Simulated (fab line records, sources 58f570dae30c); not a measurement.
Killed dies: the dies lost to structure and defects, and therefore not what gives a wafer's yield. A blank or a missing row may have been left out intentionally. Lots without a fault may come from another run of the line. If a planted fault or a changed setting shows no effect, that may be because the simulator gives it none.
Comparing a struck lot with a sound one | flow berkeley-cmos170 | 36 out of 331 route steps
Sound: the wafers L834.2, L834.5, L834.6. The struck wafers were L842.1, L842.3, L842.5. The cause is given at the end.
Each step with rows lists, per side, the tool, then ch with its chambers, then its first start. Under that, the readings that differ: sound wafers | struck wafers | difference of the means | sigmas: that difference in standard deviations of wafers without a fault.
alike: same words and numbers on both sides, and readings whose means sit less than 2 such deviations apart. not compared: any withheld reading, any reading some wafer has no value for, any bound like >300 that may hide the same value, and any number with overlapping values for which the record gives no deviation.
The two part at a step that has a row with sigmas, a row that says differs or no value, or rows on one side only. When numbers do not overlap yet have no deviation, they are printed without sigmas and do not part them. A reading missing from all wafers of one side parts the sides only when that side holds two or more wafers.

UCB170_SPACER_CVD_00: deposits SiO2 from TEOS/O2, target thk 376 nm, time 47 s.
  sound on pecvd-01 ch 0,2, day 7 12:06; struck on pecvd-01 ch 0,2, day 9 10:23
  alike: heater-power-w
UCB170_SPACER_THK_MEAS_01:
  sound: film-metro-02 at day 7 12:09; struck: film-metro-03 at day 9 10:26
  alike: SPACER_TEOS_THK
then, 1 step without rows for these wafers: UCB170_SPACER_ANNEAL_02 (time 1800 s).
UCB170_SPACER_ETCHBACK_03: etches SiO2 in CHF3/CF4/Ar, stops on Si, target depth 376 nm, time 100 s.
  sound on rie-diel-03 ch 0,3, day 7 16:25; struck on rie-diel-03 ch 1,3, day 9 14:22
  alike: drypump-motor-current-A, oes-product-au, throttle-valve-pct
  not compared: rf-hours-counter-h
then, 6 steps without rows for these wafers: UCB170_PSD_HMDS_00 (prime time 60 s); UCB170_PSD_COAT_01 (resist thk 900 nm); UCB170_PSD_SOFTBAKE_02 (time 60 s); UCB170_PSD_EXPOSE_03 (exposes mask PSELECT MOD, target cd 1200 nm); UCB170_PSD_PEB_04; UCB170_PSD_DEVELOP_05 (develop time 45 s).
UCB170_PSD_CD_MEAS_06: target cd 1200 nm.
  sound: cd-sem-02 at day 7 17:58; struck: cd-sem-02 at day 9 15:37
  reading    | sound                | struck               | difference | sigmas
  cd-nm (nm) | 1199.3 1199.3 1198.4 | 1202.6 1202.3 1202.1 | +3.3       | +2
UCB170_PSD_OVL_MEAS_07:
  sound: overlay-01 at day 7 18:05; struck: overlay-02 at day 9 15:44
  alike: PSD_OVL
UCB170_PSD_IMPLANT_08:
  sound on implanter-01 ch 0, day 7 18:08; struck on implanter-01, day 9 15:46
  no value came back on the struck wafers for beam-energy-keV, beam-on-s (s); on the sound wafers beam-energy-keV reads 20.011 19.996 20.003
UCB170_PSD_STRIP_09: strips in O2.
  sound on plasma-asher-01 ch 0,1, day 7 18:16; struck on plasma-asher-01 ch 0,1, day 9 15:55
  reading                      | sound             | struck            | difference | sigmas
  oes-product-au (a.u.)        | 0.601 0.592 0.606 | 0.737 0.743 0.734 | +0.138     | +33
  strip-time-to-endpoint-s (s) | 29.56 29.52 29.48 | 21.67 21.75 21.74 | -7.80      | -99 or more
  alike: drypump-motor-current-A
  not compared: rf-hours-counter-h
UCB170_PSD_TW_MEAS_10:
  sound: film-metro-03 at day 7 18:22; struck: film-metro-01 at day 9 16:01
  reading | sound          | struck   | difference | sigmas
  PSD_TW  | 2283 2299 2297 | 30 30 30 | -2263      | -99 or more
then, 7 steps without rows for these wafers: UCB170_PSD_CLEAN_11 (cleans in SPM, time 600 s); UCB170_NSD_HMDS_00 (prime time 60 s); UCB170_NSD_COAT_01 (resist thk 900 nm); UCB170_NSD_SOFTBAKE_02 (time 60 s); UCB170_NSD_EXPOSE_03 (exposes mask NSELECT MOD, target cd 1200 nm); UCB170_NSD_PEB_04; UCB170_NSD_DEVELOP_05 (develop time 45 s).
UCB170_NSD_CD_MEAS_06: target cd 1200 nm.
  sound: cd-sem-01 at day 7 19:33; struck: cd-sem-01 at day 9 17:35
  alike: cd-nm
UCB170_NSD_OVL_MEAS_07:
  sound: overlay-02 at day 7 19:40; struck: overlay-02 at day 9 17:42
  alike: NSD_OVL
then, 2 steps without rows for these wafers: UCB170_NSD_IMPLANT_08; UCB170_NSD_STRIP_09 (strips in O2).
UCB170_NSD_TW_MEAS_10:
  sound: film-metro-03 at day 7 19:57; struck: film-metro-03 at day 9 17:59
  alike: NSD_TW
then, 4 steps without rows for these wafers: UCB170_NSD_CLEAN_11 (cleans in SPM, time 600 s); UCB170_BACKSIDE_HMDS_00 (prime time 60 s); UCB170_BACKSIDE_COAT_01 (resist thk 900 nm); UCB170_BACKSIDE_SOFTBAKE_02 (time 60 s).
UCB170_BACKSIDE_STRIP_03: strips in O2.
  sound on plasma-asher-04 ch 0,1, day 7 20:38; struck on plasma-asher-03 ch 0, day 9 18:55
  alike: drypump-motor-current-A, oes-product-au, strip-time-to-endpoint-s
  not compared: rf-hours-counter-h
then, 1 step without rows for these wafers: UCB170_BACKSIDE_CLEAN_04 (cleans in SPM, time 600 s).
UCB170_SDANNEAL_RTA_00: time 10 s.
  sound on rtp-anneal-02 ch 0, day 7 20:56; struck on rtp-anneal-01 ch 0, day 9 19:12
  alike: lamp-power-pct, wafer_temp_C_max
UCB170_SDANNEAL_RTA_01: time 5 s.
  sound on rtp-anneal-02 ch 0, day 7 20:59; struck on rtp-anneal-01 ch 0, day 9 19:16
  reading            | sound          | struck         | difference | sigmas
  lamp-power-pct (%) | 39.4 39.3 39.3 | 36.9 36.9 36.9 | -2.4       | -2
  alike: wafer_temp_C_max
UCB170_SDANNEAL_RS_MEAS_02: a four-point-probe measurement.
  sound: film-metro-04 at day 7 21:04; struck: film-metro-04 at day 9 19:19
  reading         | sound          | struck            | difference | sigmas
  PSD_RS (ohm/sq) | 75.8 75.5 76.0 | 133.0 133.0 133.0 | +57.2      | +99 or more

== WHERE THEY PART ==
Earliest at UCB170_PSD_CD_MEAS_06; latest, in this record, at UCB170_SDANNEAL_RS_MEAS_02.

WHY: the cause the simulator had injected
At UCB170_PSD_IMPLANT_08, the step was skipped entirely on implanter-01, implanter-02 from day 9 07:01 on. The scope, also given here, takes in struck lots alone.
